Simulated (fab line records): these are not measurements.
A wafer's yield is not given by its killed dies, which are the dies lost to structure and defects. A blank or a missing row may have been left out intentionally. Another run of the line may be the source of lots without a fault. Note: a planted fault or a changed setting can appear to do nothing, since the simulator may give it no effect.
The tool behind it: which one? || flow berkeley cmos170 || 14 lots, 42 wafers sampled, at 3 steps of a route of 331

WHAT THE GAUGES SHOWED, per wafer
UCB170_PWELL_TW_MEAS_17. Usual: PWELL_TW gives 380.3 (standard deviation 2.6).
{"lot": "L193", "measured": "day 3 08:51", "on": "film metro-04", "PWELL_TW": "380.0 380.7 378.7", "flag": ""}
{"lot": "L194", "measured": "day 3 09:12", "on": "film metro-01", "PWELL_TW": "379.6 378.0 378.8", "flag": ""}
{"lot": "L197", "measured": "day 4 06:28", "on": "film metro-04", "PWELL_TW": "377.6 379.1 378.7", "flag": ""}
{"lot": "L198", "measured": "day 4 06:35", "on": "film metro-01", "PWELL_TW": "377.2 376.9 376.4", "flag": ""}
{"lot": "L199", "measured": "day 4 13:11", "on": "film metro-03", "PWELL_TW": "382.3 385.1 383.4", "flag": ""}
{"lot": "L201", "measured": "day 4 13:20", "on": "film metro-03", "PWELL_TW": "380.1 382.6 383.5", "flag": ""}
{"lot": "L200", "measured": "day 4 13:23", "on": "film metro-01", "PWELL_TW": "376.0 377.0 377.4", "flag": ""}
{"lot": "L203", "measured": "day 5 08:13", "on": "film metro-04", "PWELL_TW": "380.6 379.7 380.3", "flag": ""}
{"lot": "L204", "measured": "day 5 11:33", "on": "film metro-01", "PWELL_TW": "379.5 380.0 379.6", "flag": ""}
{"lot": "L207", "measured": "day 5 22:37", "on": "film metro-04", "PWELL_TW": "379.8 380.9 376.3", "flag": ""}
{"lot": "L208", "measured": "day 6 09:26", "on": "film metro-04", "PWELL_TW": "381.2 380.6 381.7", "flag": ""}
{"lot": "L214", "measured": "day 7 15:55", "on": "film metro-01", "PWELL_TW": "379.2 376.9 377.2", "flag": ""}
{"lot": "L212", "measured": "day 7 16:13", "on": "film metro-03", "PWELL_TW": "383.2 382.7 383.1", "flag": ""}
{"lot": "L213", "measured": "day 7 19:10", "on": "film metro-01", "PWELL_TW": "377.7 379.1 380.5", "flag": ""}

UCB170_ACTIVE_CD_MEAS_13 targets a cd of 1200 nm. Usual: 1200.5 nm for cd nm, sd 1.3.
{"lot": "L193", "measured": "day 4 16:18", "on": "cd sem-01", "cd nm (nm)": "1200.1 1203.1 1200.4", "flag": ""}
{"lot": "L194", "measured": "day 4 16:01", "on": "cd sem-02", "cd nm (nm)": "1200.1 1200.5 1201.4", "flag": ""}
{"lot": "L197", "measured": "day 5 05:53", "on": "cd sem-01", "cd nm (nm)": "1200.9 1201.1 1200.8", "flag": ""}
{"lot": "L198", "measured": "day 5 05:59", "on": "cd sem-02", "cd nm (nm)": "1201.2 1201.4 1201.0", "flag": ""}
{"lot": "L199", "measured": "day 5 14:47", "on": "cd sem-01", "cd nm (nm)": "1200.0 1200.8 1200.2", "flag": ""}
{"lot": "L201", "measured": "day 5 15:08", "on": "cd sem-02", "cd nm (nm)": "1200.0 1199.3 1198.8", "flag": ""}
{"lot": "L200", "measured": "day 5 14:55", "on": "cd sem-02", "cd nm (nm)": "1199.7 1199.0 1199.4", "flag": ""}
{"lot": "L203", "measured": "day 6 17:18", "on": "cd sem-02", "cd nm (nm)": "1201.2 1199.6 1200.3", "flag": ""}
{"lot": "L204", "measured": "day 6 21:37", "on": "cd sem-02", "cd nm (nm)": "1199.3 1199.3 1199.6", "flag": ""}
{"lot": "L207", "measured": "day 7 00:38", "on": "cd sem-01", "cd nm (nm)": "1202.3 1201.6 1201.7", "flag": ""}
{"lot": "L208", "measured": "day 7 09:59", "on": "cd sem-02", "cd nm (nm)": "1200.1 1199.4 1197.3", "flag": ""}
{"lot": "L214", "measured": "day 8 17:07", "on": "cd sem-02", "cd nm (nm)": "1203.1 1199.8 1201.7", "flag": ""}
{"lot": "L212", "measured": "day 8 23:13", "on": "cd sem-02", "cd nm (nm)": "1200.3 1200.2 1201.6", "flag": ""}
{"lot": "L213", "measured": "day 8 22:58", "on": "cd sem-02", "cd nm (nm)": "1202.5 1203.2 1202.5", "flag": ""}

UCB170_ACTIVE_OVL_MEAS_14. Usual: ACTIVE_OVL gives 0 nm (standard deviation 6.1).
{"lot": "L193", "measured": "day 4 16:25", "on": "overlay-01", "ACTIVE_OVL (nm)": "5 2 4", "flag": ""}
{"lot": "L194", "measured": "day 4 16:08", "on": "overlay-01", "ACTIVE_OVL (nm)": "7 -3 -1", "flag": ""}
{"lot": "L197", "measured": "day 5 05:59", "on": "overlay-01", "ACTIVE_OVL (nm)": "-8 -2 -2", "flag": ""}
{"lot": "L198", "measured": "day 5 06:06", "on": "overlay-02", "ACTIVE_OVL (nm)": "2 -3 3", "flag": ""}
{"lot": "L199", "measured": "day 5 14:55", "on": "overlay-02", "ACTIVE_OVL (nm)": "2 -4 -4", "flag": ""}
{"lot": "L201", "measured": "day 5 15:16", "on": "overlay-01", "ACTIVE_OVL (nm)": "-6 -5 -9", "flag": ""}
{"lot": "L200", "measured": "day 5 15:02", "on": "overlay-01", "ACTIVE_OVL (nm)": "-3 -1 7", "flag": ""}
{"lot": "L203", "measured": "day 6 17:25", "on": "overlay-01", "ACTIVE_OVL (nm)": "2 1 -8", "flag": ""}
{"lot": "L204", "measured": "day 6 21:44", "on": "overlay-02", "ACTIVE_OVL (nm)": "-1 9 1", "flag": ""}
{"lot": "L207", "measured": "day 7 00:45", "on": "overlay-01", "ACTIVE_OVL (nm)": "7 5 4", "flag": ""}
{"lot": "L208", "measured": "day 7 10:04", "on": "overlay-01", "ACTIVE_OVL (nm)": "1 -4 -5", "flag": ""}
{"lot": "L214", "measured": "day 8 18:51", "on": "overlay-02", "ACTIVE_OVL (nm)": "-5 -6 -5", "flag": ""}
{"lot": "L212", "measured": "day 8 23:20", "on": "overlay-02", "ACTIVE_OVL (nm)": "9 8 3", "flag": ""}
{"lot": "L213", "measured": "day 8 23:05", "on": "overlay-02", "ACTIVE_OVL (nm)": "-2 5 2", "flag": ""}

WHAT TOOL EACH LOT RAN ON (gives the tool, then ch and the chambers of the sampled wafers, and finally the start)
The record shows no process step preceding these readings.

WHAT THE TOOLS THEMSELVES READ (means of the sampled wafers that have a number; where no wafer has one, the mark that the record gives instead)
The record holds no such reading with a usual standard deviation.

THE ANSWER, worked out from the rows above alone
Rule: a lot counts as off when the mean over its wafers that have a number is more than 3 standard deviations away from the usual mean. A lot without any number at a reading at which 4 lots or more have one is off too. The other lots that the step has rows for count as sound. Order of review: gauges by route order, followed by the tools' own readings, for which a lot's mean as printed above is used. The first step at which some lot is off is used, and at that step the reading that is off furthest; a lot without a number counts as furthest.
No lot is off on any of the readings shown, so nothing can be concluded from this.

WHAT THE SIMULATOR HAD INSERTED
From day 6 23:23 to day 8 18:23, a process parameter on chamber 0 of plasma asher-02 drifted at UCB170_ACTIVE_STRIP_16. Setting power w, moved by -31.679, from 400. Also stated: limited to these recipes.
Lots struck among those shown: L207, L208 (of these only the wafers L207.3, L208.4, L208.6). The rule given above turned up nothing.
